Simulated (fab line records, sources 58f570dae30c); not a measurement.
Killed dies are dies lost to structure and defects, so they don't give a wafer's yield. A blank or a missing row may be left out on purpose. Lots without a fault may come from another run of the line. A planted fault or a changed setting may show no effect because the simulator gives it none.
Which tool did it? | flow berkeley_cmos170 | 7 lots, 21 wafers sampled, at 4 steps of a route of 331

WHAT THE GAUGES READ, wafer by wafer
UCB170_SDANNEAL_RS_MEAS_04: measures by four-point-probe.
lot  | measured     | on            | PLDD_RS (ohm/sq)
L862 | day 8 22:32  | film_metro-02 | 1030.9 1030.9 1031.7
L865 | day 9 09:38  | film_metro-02 | 1033.7 1029.1 1028.8
L870 | day 10 07:28 | film_metro-03 | 1024.1 1026.4 1025.8
L875 | day 11 16:52 | film_metro-03 | 1032.4 1032.5 1031.8
L876 | day 12 03:13 | film_metro-02 | 1026.8 1032.3 1032.1
L879 | day 12 14:01 | film_metro-04 | 1037.8 1030.9 1036.0
L881 | day 13 04:46 | film_metro-03 | 1032.3 1034.1 1034.1

WHICH TOOL RAN EACH LOT (tool, then ch and the chambers of the sampled wafers, then the start)
lot  | UCB170_ACTIVE_STRIP_16               | UCB170_PFIELD_STRIP_08               | UCB170_PLDD_IMPLANT_08
L862 | plasma_asher-01 ch 0,1, day 5 12:13  | plasma_asher-02 ch 0,1, day 5 16:41  | implanter-04 ch 0, day 8 09:52
L865 | plasma_asher-01 ch 0,1, day 6 08:05  | plasma_asher-03 ch 0,1, day 6 09:59  | implanter-03 ch 0, day 8 23:57
L870 | plasma_asher-01 ch 0,1, day 7 06:47  | plasma_asher-01 ch 0,1, day 7 09:05  | implanter-04 ch 0, day 9 18:10
L875 | plasma_asher-01 ch 0,1, day 8 11:28  | plasma_asher-03 ch 0,1, day 8 13:30  | implanter-01 ch 0, day 11 02:04
L876 | plasma_asher-01 ch 0,1, day 8 18:13  | plasma_asher-01 ch 0,1, day 8 19:56  | implanter-03 ch 0, day 11 10:17
L879 | plasma_asher-03 ch 0,1, day 9 10:53  | plasma_asher-01 ch 0,1, day 9 12:31  | implanter-01 ch 0, day 12 00:49
L881 | plasma_asher-01 ch 0,1, day 10 01:12 | plasma_asher-02 ch 0,1, day 10 05:08 | implanter-03 ch 0, day 12 10:05
- UCB170_ACTIVE_STRIP_16: strips in O2.
- UCB170_PFIELD_STRIP_08: strips in O2.
- UCB170_PLDD_IMPLANT_08

THE ANSWER, worked out from the rows above alone
Rule: what is usual is taken from the lots themselves. Put in order of their means at a reading, lots are off if they are a third of the lots or fewer, leave a main group of 4 or more, and stand apart from it by a gap of 3 or more times the standard deviation of the main group's means; of several such gaps the widest counts. A main group whose means are all the same, to the digits that the tables above print for the reading, isn't used. A lot without any number at a reading at which 4 lots or more have one is off too. The other lots that the step has rows for count as sound.
Off: L870, at UCB170_SDANNEAL_RS_MEAS_04 (PLDD_RS). The main group: mean 1032.1 ohm/sq, standard deviation 1.6.
A tool fits if, at a process step before that reading, it ran every lot that is off, and no sound lot after the first of them. The gauges at UCB170_SDANNEAL_RS_MEAS_04 are tried like those tools. One fits: implanter-04 at UCB170_PLDD_IMPLANT_08. Its last sound lot is L862 (day 8 09:52), its first lot that is off L870 (day 9 18:10): a fault that began between those two fits.

WHAT THE SIMULATOR HAD PUT IN
Process parameter drift: implanter-04, from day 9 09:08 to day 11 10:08, at UCB170_PLDD_IMPLANT_08. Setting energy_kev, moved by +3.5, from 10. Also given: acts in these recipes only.
Lots struck among those shown: L870. The rule above found the same.
